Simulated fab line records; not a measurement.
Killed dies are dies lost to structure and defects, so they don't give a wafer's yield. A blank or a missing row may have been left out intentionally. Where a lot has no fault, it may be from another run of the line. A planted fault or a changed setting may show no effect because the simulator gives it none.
Lot-split experiment + flow rit-cmos + 5 lots, 23 wafers read, on a route of 202 steps

## ABOUT THE SPLIT
At RIT_CONTACT_SOFTBAKE_04 (time 60 s), the setting temp-c was moved away from the recipe's 90 C on 6 of the 23 wafers read, by -3.7% to +2.2%. The other wafers ran this setting at the recipe's value.

## FROM THE SPLIT TO THE READING: what the file shows between them, 2 steps
- RIT_CONTACT_EXPOSE_05: exposes mask M11, target cd 1000 nm
- RIT_CONTACT_PEB_06

## THE READING
NOVOLAK_of_CONTACT_COAT_03.thk-nm (the simulator's own value, which no gauge read), in nm, at RIT_CONTACT_DEVELOP_07 (develop time 120 s). The file does not state a usual value for it. The 17 wafers here that ran the recipe average 999.1 nm, standard deviation 4 nm.

| wafer  | tool, chamber at the split | temp-c as run, C | against the recipe | NOVOLAK_of_CONTACT_COAT_03.thk-nm, nm | against lot-mates on the recipe |
|--------|----------------------------|------------------|--------------------|---------------------------------------|---------------------------------|
| L074.1 | litho-track-04, 0          | 90               | recipe             | 1003                                  | -                               |
| L074.5 | litho-track-04, 0          | 90               | recipe             | 1003                                  | -                               |
| L074.6 | litho-track-04, 0          | 90               | recipe             | 1003                                  | -                               |
| L074.2 | litho-track-04, 0          | 90               | recipe             | 1004                                  | -                               |
| L074.3 | litho-track-04, 0          | 90               | recipe             | 1001                                  | -                               |
| L076.1 | litho-track-01, 0          | 90               | recipe             | 991.5                                 | -                               |
| L076.3 | litho-track-01, 0          | 90               | recipe             | 992.5                                 | -                               |
| L076.6 | litho-track-01, 0          | 90               | recipe             | 990.4                                 | -                               |
| L077.1 | litho-track-01, 0          | 90               | recipe             | 998.4                                 | -                               |
| L077.2 | litho-track-01, 0          | 90               | recipe             | 999.5                                 | -                               |
| L077.4 | litho-track-01, 0          | 90               | recipe             | 997.9                                 | -                               |
| L077.5 | litho-track-01, 0          | 86.7             | -3.7%              | 1008                                  | +9.4                            |
| L077.6 | litho-track-01, 0          | 86.7             | -3.7%              | 1010                                  | +11.4                           |
| L079.1 | litho-track-03, 0          | 90               | recipe             | 1001                                  | -                               |
| L079.2 | litho-track-03, 0          | 90               | recipe             | 1001                                  | -                               |
| L079.4 | litho-track-03, 0          | 90               | recipe             | 999.2                                 | -                               |
| L079.5 | litho-track-03, 0          | 87.72            | -2.5%              | 1005                                  | +4.6                            |
| L079.6 | litho-track-03, 0          | 87.72            | -2.5%              | 1009                                  | +8.6                            |
| L081.2 | litho-track-03, 0          | 90               | recipe             | 997                                   | -                               |
| L081.3 | litho-track-03, 0          | 90               | recipe             | 1002                                  | -                               |
| L081.4 | litho-track-03, 0          | 90               | recipe             | 1001                                  | -                               |
| L081.5 | litho-track-03, 0          | 92.01            | +2.2%              | 992                                   | -8.0                            |
| L081.6 | litho-track-03, 0          | 92.01            | +2.2%              | 990.3                                 | -9.7                            |

FIT RESULTS
A straight line over all 23 wafers: NOVOLAK_of_CONTACT_COAT_03.thk-nm changes by -3 nm for each +1% of temp-c; r = -0.77; the points scatter about the line by 3.7 nm.
The same after taking each lot's own level away (the mean of its wafers on the recipe; 23 wafers): -3.06 nm for each +1%; r = -0.95; scatter 1.5 nm.
Per that fit: largest temp-c move, reading shift of 11 nm.
Across the lots, their own levels run from 991.47 to 1002.80 nm, a range of 2.8 times the standard deviation given above.
So the lot-to-lot level blurs the effect unless lot-mates are compared.
Check: +11.4 nm against its lot-mates is what the line predicts for one of the wafers moved furthest among these (-3.7%) when that wafer is left out of the fit. It came out at +9.4 nm against them.

## OTHER SPLITS APPLIED TO THESE WAFERS
Note: prior to the reading, these wafers also went through further splits. Each is held against what the fit with the lots' levels taken away leaves over:
| other split on the same wafers  | wafers away from the commonest value | r with NOVOLAK_of_CONTACT_COAT_03.thk-nm (lot level and that fit taken away) |
|---------------------------------|--------------------------------------|------------------------------------------------------------------------------|
| RIT_PSD_SOFTBAKE_02 temp-c      | 9                                    | -0.17                                                                        |
| RIT_SILICIDE_SPUTTER_01 power-w | 12                                   | -0.25                                                                        |

## FILE'S OWN FIT
NOVOLAK_of_CONTACT_COAT_03.thk-nm changes by -2.97 nm for each +1% of temp-c, r = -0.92.
